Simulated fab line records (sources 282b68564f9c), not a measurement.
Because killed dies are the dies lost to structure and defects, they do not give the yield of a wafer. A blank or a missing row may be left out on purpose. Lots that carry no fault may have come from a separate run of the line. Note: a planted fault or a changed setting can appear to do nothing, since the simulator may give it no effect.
Which tool was responsible? + flow rit-cmos + 14 lots with 42 wafers sampled at 3 steps, on a route of 202 steps

== WHAT EACH GAUGE READ, for each wafer ==
RIT_WELLDRIVE_RS_MEAS_01: the measuring method here is four-point-probe.
| lot  | measured    | on            | NWELL_RS (ohm/sq) |
|------|-------------|---------------|-------------------|
| L830 | day 2 04:26 | film-metro-03 | 276.1 276.8 276.2 |
| L831 | day 2 08:41 | film-metro-01 | 274.5 275.6 275.5 |
| L832 | day 2 13:50 | film-metro-03 | 275.8 275.8 275.6 |
| L833 | day 2 19:08 | film-metro-01 | 275.4 275.6 275.0 |
| L834 | day 3 01:23 | film-metro-01 | 275.2 275.6 275.7 |
| L836 | day 3 10:10 | film-metro-01 | 261.7 261.7 261.5 |
| L837 | day 3 15:22 | film-metro-04 | 261.1 260.0 261.3 |
| L843 | day 4 20:46 | film-metro-03 | 275.8 275.0 275.4 |
| L846 | day 5 12:47 | film-metro-04 | 275.9 276.9 276.1 |
| L848 | day 5 22:35 | film-metro-03 | 273.1 274.3 273.8 |
| L850 | day 6 07:42 | film-metro-03 | 275.2 276.5 275.8 |
| L851 | day 6 14:05 | film-metro-03 | 277.0 276.6 277.2 |
| L852 | day 6 18:28 | film-metro-03 | 275.8 276.7 275.9 |
| L853 | day 6 23:05 | film-metro-03 | 276.6 276.9 276.7 |

RIT_WELLDRIVE_RS_MEAS_02: the measuring method here is four-point-probe.
| lot  | measured    | on            | PWELL_RS (ohm/sq) |
|------|-------------|---------------|-------------------|
| L830 | day 2 04:34 | film-metro-03 | 430.9 430.3 429.3 |
| L831 | day 2 08:49 | film-metro-01 | 429.7 431.9 432.4 |
| L832 | day 2 13:58 | film-metro-03 | 430.5 429.6 430.4 |
| L833 | day 2 19:15 | film-metro-01 | 431.1 430.7 429.9 |
| L834 | day 3 01:31 | film-metro-01 | 432.0 432.1 432.0 |
| L836 | day 3 10:17 | film-metro-01 | 414.4 415.4 413.9 |
| L837 | day 3 15:29 | film-metro-04 | 416.0 415.4 415.2 |
| L843 | day 4 20:53 | film-metro-03 | 428.7 427.8 427.9 |
| L846 | day 5 12:55 | film-metro-04 | 430.7 431.6 430.6 |
| L848 | day 5 22:42 | film-metro-03 | 430.0 429.5 428.1 |
| L850 | day 6 07:49 | film-metro-03 | 432.5 432.8 432.4 |
| L851 | day 6 14:12 | film-metro-03 | 430.5 430.8 429.6 |
| L852 | day 6 18:35 | film-metro-03 | 429.8 429.4 430.1 |
| L853 | day 6 23:13 | film-metro-03 | 430.8 431.1 432.2 |

== WHAT TOOL EACH LOT RAN ON (gives the tool, then ch and the chambers of the sampled wafers, and finally the start) ==
| lot  | RIT_WELLDRIVE_ANNEAL_00      |
|------|------------------------------|
| L830 | furnace-04 ch 0, day 1 23:19 |
| L831 | furnace-02 ch 0, day 2 03:34 |
| L832 | furnace-04 ch 0, day 2 08:46 |
| L833 | furnace-01 ch 0, day 2 14:03 |
| L834 | furnace-01 ch 0, day 2 20:17 |
| L836 | furnace-02 ch 0, day 3 05:02 |
| L837 | furnace-02 ch 0, day 3 10:17 |
| L843 | furnace-04 ch 0, day 4 15:41 |
| L846 | furnace-01 ch 0, day 5 07:41 |
| L848 | furnace-04 ch 0, day 5 17:28 |
| L850 | furnace-01 ch 0, day 6 02:36 |
| L851 | furnace-01 ch 0, day 6 09:00 |
| L852 | furnace-02 ch 0, day 6 13:20 |
| L853 | furnace-01 ch 0, day 6 17:59 |
- RIT_WELLDRIVE_ANNEAL_00: time 14700 s.

== WHAT THE TOOLS THEMSELVES READ (means of the sampled wafers that have a number; where no wafer has one, the mark that the record gives instead) ==
RIT_WELLDRIVE_ANNEAL_00.
| lot  | tool       | run-length-s (s) | tube_center_temp_C_max |
|------|------------|------------------|------------------------|
| L830 | furnace-04 | 18253            | 1102.5                 |
| L831 | furnace-02 | 18265            | 1103.0                 |
| L832 | furnace-04 | 18255            | 1103.0                 |
| L833 | furnace-01 | 18269            | 1103.0                 |
| L834 | furnace-01 | 18276            | 1102.6                 |
| L836 | furnace-02 | 23416            | 1102.5                 |
| L837 | furnace-02 | 23418            | 1103.5                 |
| L843 | furnace-04 | 18246            | 1102.9                 |
| L846 | furnace-01 | 18270            | 1103.3                 |
| L848 | furnace-04 | 18256            | 1102.9                 |
| L850 | furnace-01 | 18272            | 1102.5                 |
| L851 | furnace-01 | 18270            | 1102.8                 |
| L852 | furnace-02 | 18276            | 1102.5                 |
| L853 | furnace-01 | 18276            | 1102.8                 |

== THE ANSWER, worked out from the rows above alone ==
Rule: the usual values come from the lots themselves. Put in order of their means at a reading, lots are off if they are a third of the lots or fewer, leave a main group of 4 or more, and stand apart from it by a gap of 3 or more times the standard deviation of the main group's means; of several such gaps the widest counts. A main group is skipped when, at the precision printed for the reading in the tables above, its means are all equal. Also off: a lot with no number at a reading for which 4 or more lots have one. The other lots that the step has rows for count as sound. Order of review: gauges by route order, followed by the tools' own readings, for which a lot's mean as printed above is used. At the first step where some lot is off, the reading lying furthest off is the one used; lots without a number count as furthest.
Off: L836, L837, at RIT_WELLDRIVE_RS_MEAS_01 (NWELL_RS). The main group: mean 275.8 ohm/sq, standard deviation 0.81.
A tool fits if, at a process step before that reading, it ran every lot that is off, and no sound lot after the first of them. Not tried: the gauges at RIT_WELLDRIVE_RS_MEAS_01; whatever is off there is also off at RIT_WELLDRIVE_ANNEAL_00, on other tools, and gauge error can't account for it. Of those tried, none fits.

== WHAT WAS PUT IN BY THE SIMULATOR ==
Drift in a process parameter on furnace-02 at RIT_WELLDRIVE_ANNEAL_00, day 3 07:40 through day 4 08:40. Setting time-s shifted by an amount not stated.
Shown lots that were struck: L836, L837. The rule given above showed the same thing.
